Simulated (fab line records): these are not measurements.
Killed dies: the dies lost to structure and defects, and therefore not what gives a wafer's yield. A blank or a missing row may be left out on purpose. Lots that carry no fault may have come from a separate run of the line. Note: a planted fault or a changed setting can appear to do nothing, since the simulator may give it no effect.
Struck lot and sound lot, side by side | flow rit cmos | 14 steps out of a route of 202
Sound: wafers L728.3, L728.4, L728.5. Wafers struck: L720.2, L720.4, L720.6. The cause comes at the end.
Per side, at each step with rows, come the tool, then ch with its chambers, and then its first start. Under that, the readings that differ: sound wafers | struck wafers | difference of the means | sigmas: that difference in standard deviations of wafers without a fault.
alike: words and numbers the same on both sides, and readings whose means are apart by under 2 such deviations; not compared: readings that were withheld, readings missing a value for some wafer, numbers with overlapping values and no deviation given by the record, and bounds like >300 which may hide the same value.
The two part at a step that has a row with sigmas, a row that says differs or no value, or rows on one side only. When numbers do not overlap yet have no deviation, they are printed without sigmas and do not part them. Lack of a reading on every wafer of one side parts them only where that side has two or more wafers.

first, 1 step without rows for these wafers: RIT_CONTACT_HARDBAKE_10 (time 60 s).
RIT_CONTACT_ETCH_11: etches SiO2 in CHF3/CF4/Ar, stops on TiSi2, target depth 480 nm, time 320 s.
  sound on rie diel-03 ch 1,2, day 5 19:15; struck on rie diel-02 ch 0,1, day 4 02:14
  alike: cf4 flow sccm, chamber pressure mTorr, drypump motor current A, oes product au, throttle valve pct
  not compared: rf hours counter h
RIT_CONTACT_STRIP_12: strips in O2, time 180 s.
  sound on plasma asher-03 ch 0,1, day 5 19:30; struck on plasma asher-02 ch 0,1, day 4 02:26
  alike: chamber pressure mTorr, drypump motor current A
  not compared: rf hours counter h
RIT_CONTACT_CD_MEAS_90: target cd 1000 nm.
  struck on cd sem-01, day 4 02:38; sound on cd sem-01, day 5 19:40
  alike: cd nm
then, 2 steps without rows for these wafers: RIT_CONTACT_CLEAN_13 (cleans in SC1, time 600 s); RIT_CONTACT_CLEAN_14 (cleans in SC2, time 600 s).
RIT_M1_SPUTTER_00: material Al, target thk 400 nm, time 487 s.
  struck on pvd sputter-01, day 4 03:06; sound on pvd sputter-01, day 5 20:07
  alike: cathode dc power W, throttle valve pct
RIT_M1_RS_MEAS_01: the measuring method here is four-point-probe.
  struck on film metro-01, day 4 03:25; sound on film metro-03, day 5 20:26
  alike: M1_AL_RS
RIT_M1_THK_MEAS_02: measures by xrf.
  struck on film metro-01, day 4 03:31; sound on film metro-03, day 5 20:32
  alike: M1_AL_THK
then, 3 steps without rows for these wafers: RIT_M1_HMDS_03 (prime time 60 s); RIT_M1_COAT_04 (resist thk 1300 nm); RIT_M1_SOFTBAKE_05 (time 60 s).
RIT_M1_EXPOSE_06: exposes mask M12, target cd 2600 nm.
  struck on iline stepper-02, day 4 04:02; sound on iline stepper-01 ch 0, day 5 21:11
  no value came back on the struck wafers for exposure dose mJ cm2, focus offset nm (nm); on the sound wafers exposure dose mJ cm2 reads 249.65 249.65 249.32
  alike: mask
after that, 1 step had no rows for these wafers: RIT_M1_PEB_07.

WHERE THEY PART
RIT_M1_EXPOSE_06 only, going by this record.

WHY: whatever the simulator had introduced
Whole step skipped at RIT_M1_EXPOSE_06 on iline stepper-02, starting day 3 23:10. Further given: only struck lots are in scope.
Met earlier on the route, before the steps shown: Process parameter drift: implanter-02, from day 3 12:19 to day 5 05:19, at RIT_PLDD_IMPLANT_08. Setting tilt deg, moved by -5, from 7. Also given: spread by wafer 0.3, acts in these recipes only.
